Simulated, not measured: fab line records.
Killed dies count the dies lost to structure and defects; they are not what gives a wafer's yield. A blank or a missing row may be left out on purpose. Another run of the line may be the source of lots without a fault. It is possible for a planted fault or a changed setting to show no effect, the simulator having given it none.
A struck lot beside a sound one | flow rit_cmos | 35 steps out of a route of 202
Sound: the wafers L703.2, L703.3, L703.5. Struck: wafer L709.6 (left out: L709.4, L709.5 of the same lot, which were not struck); the cause appears at the end.
At each step with rows: each side's tool, then ch and its chambers, then its first start. Under that, the readings that differ: sound wafers | struck wafers | difference of the means | sigmas: that difference in standard deviations of wafers without a fault.
alike: readings whose means differ by less than 2 such deviations, and words and numbers that are the same on both sides. not compared: withheld readings, readings that some wafer has no value for, bounds like >300 that may hide the same value, and numbers for which the record gives no deviation and whose values overlap.
Wherever a step has rows on one side only, a row that says differs or no value, or a row with sigmas, the two part there. Numbers that don't overlap but have no deviation are shown without sigmas and don't part them. Lack of a reading on every wafer of one side parts them only where that side has two or more wafers.

RIT_CONTACT_CVD_00: deposits SiO2 from TEOS, target thk 400 nm, time 61 s.
  sound on pecvd-04 ch 1,2, day 5 12:22; struck on pecvd-04 ch 1, day 6 16:13
  alike: heater_power_w
  not compared: since_wet_clean_h
RIT_CONTACT_THK_MEAS_01:
  sound on film_metro-03 at day 5 12:26; struck on film_metro-04 at day 6 16:16
  alike: CONTACT_TEOS_THK
then, 6 steps without rows for these wafers: RIT_CONTACT_HMDS_02 (prime time 60 s); RIT_CONTACT_COAT_03 (resist thk 982.9 nm); RIT_CONTACT_SOFTBAKE_04 (time 60 s); RIT_CONTACT_EXPOSE_05 (exposes mask M11, target cd 1000 nm); RIT_CONTACT_PEB_06; RIT_CONTACT_DEVELOP_07 (develop time 120 s).
RIT_CONTACT_CD_MEAS_08: target cd 1000 nm.
  sound on cd_sem-02 at day 5 13:34; struck on cd_sem-02 at day 6 17:22
  alike: cd_nm
RIT_CONTACT_OVL_MEAS_09:
  sound on overlay-01 at day 5 13:40; struck on overlay-02 at day 6 17:26
  alike: CONTACT_OVL
then, 1 step without rows for these wafers: RIT_CONTACT_HARDBAKE_10 (time 60 s).
RIT_CONTACT_ETCH_11: etches SiO2 in CHF3/CF4/Ar, stops on TiSi2, target depth 480 nm, time 320 s.
  sound on rie_diel-03 ch 1,2, day 5 13:51; struck on rie_diel-03 ch 0, day 6 17:37
  alike: drypump_motor_current_A, oes_product_au, throttle_valve_pct
  not compared: rf_hours_counter_h
RIT_CONTACT_STRIP_12: strips in O2, time 180 s.
  sound on plasma_asher-01 ch 0,1, day 5 14:03; struck on plasma_asher-03 ch 1, day 6 17:52
  alike: drypump_motor_current_A
  not compared: rf_hours_counter_h
RIT_CONTACT_CD_MEAS_90: target cd 1000 nm.
  sound on cd_sem-01 at day 5 14:14; struck on cd_sem-01 at day 6 18:02
  alike: cd_nm
then, 2 steps without rows for these wafers: RIT_CONTACT_CLEAN_13 (cleans in SC1, time 600 s); RIT_CONTACT_CLEAN_14 (cleans in SC2, time 600 s).
RIT_M1_SPUTTER_00: material Al, target thk 400 nm, time 500 s.
  sound on pvd_sputter-02 at day 5 14:41; struck on pvd_sputter-02 at day 6 18:26
  alike: throttle_valve_pct
RIT_M1_RS_MEAS_01: measurement is done with a four-point probe.
  sound on film_metro-01 at day 5 15:01; struck on film_metro-04 at day 6 18:48
  alike: M1_AL_RS
RIT_M1_THK_MEAS_02: measures by xrf.
  sound on film_metro-01 at day 5 15:07; struck on film_metro-04 at day 6 18:53
  reading        | sound       | struck | difference | sigmas
  M1_AL_THK (nm) | 390 389 393 | 380    | -11        | -2
then, 6 steps without rows for these wafers: RIT_M1_HMDS_03 (prime time 60 s); RIT_M1_COAT_04 (resist thk 1300 nm); RIT_M1_SOFTBAKE_05 (time 60 s); RIT_M1_EXPOSE_06 (exposes mask M12, target cd 2600 nm); RIT_M1_PEB_07; RIT_M1_DEVELOP_08 (develop time 65.25 s).
RIT_M1_CD_MEAS_09: target cd 2600 nm.
  sound on cd_sem-02 at day 5 16:04; struck on cd_sem-01 at day 6 19:59
  alike: cd_nm
RIT_M1_OVL_MEAS_10:
  sound on overlay-01 at day 5 16:10; struck on overlay-02 at day 6 20:04
  alike: M1_OVL
then, 1 step without rows for these wafers: RIT_M1_HARDBAKE_11 (time 120 s).
RIT_M1_METAL_ETCH_12: etches Al in Cl2/BCl3, stops on SiO2, time 165 s, target depth 600 nm.
  sound on rie_metal-03 ch 0,1, day 5 16:41; struck on rie_metal-01 ch 1, day 6 20:23
  alike: drypump_motor_current_A, oes_product_au, throttle_valve_pct
  not compared: rf_hours_counter_h
then, 1 step without rows for these wafers: RIT_M1_STRIP_13 (strips in nmp, time 600 s).
RIT_M1_STRIP_14: strips in O2, time 180 s.
  sound on plasma_asher-01 ch 0,1, day 5 17:02; struck on plasma_asher-01 ch 0, day 6 20:44
  alike: drypump_motor_current_A
  not compared: rf_hours_counter_h
RIT_M1_CD_MEAS_90: target cd 2600 nm.
  sound on cd_sem-01 at day 5 17:13; struck on cd_sem-01 at day 6 20:54
  alike: cd_nm
then, 1 step without rows for these wafers: RIT_M1_ANNEAL_15 (time 1800 s).
RIT_M1_BOW_MEAS_16:
  sound on film_metro-04 at day 5 19:29; struck on film_metro-04 at day 6 22:33
  alike: M1_BOW
RIT_M1_PROBE_99:
  sound on prober-01 at day 5 19:38; struck on prober-01 at day 6 22:52
  reading            | sound | struck | difference | sigmas
  killed_at_contacts | 0 1 0 | 19     | +19        | +72
  killed_dies        | 9 8 1 | 28     | +22        | +7
  killed_on_rim      | 3 4 0 | 12     | +10        | +8
  alike: killed_at_front_end, killed_open, killed_short

== WHERE THEY PART ==
First at RIT_M1_THK_MEAS_02; last, within this record, at RIT_M1_PROBE_99.

WHY: the cause the simulator had injected
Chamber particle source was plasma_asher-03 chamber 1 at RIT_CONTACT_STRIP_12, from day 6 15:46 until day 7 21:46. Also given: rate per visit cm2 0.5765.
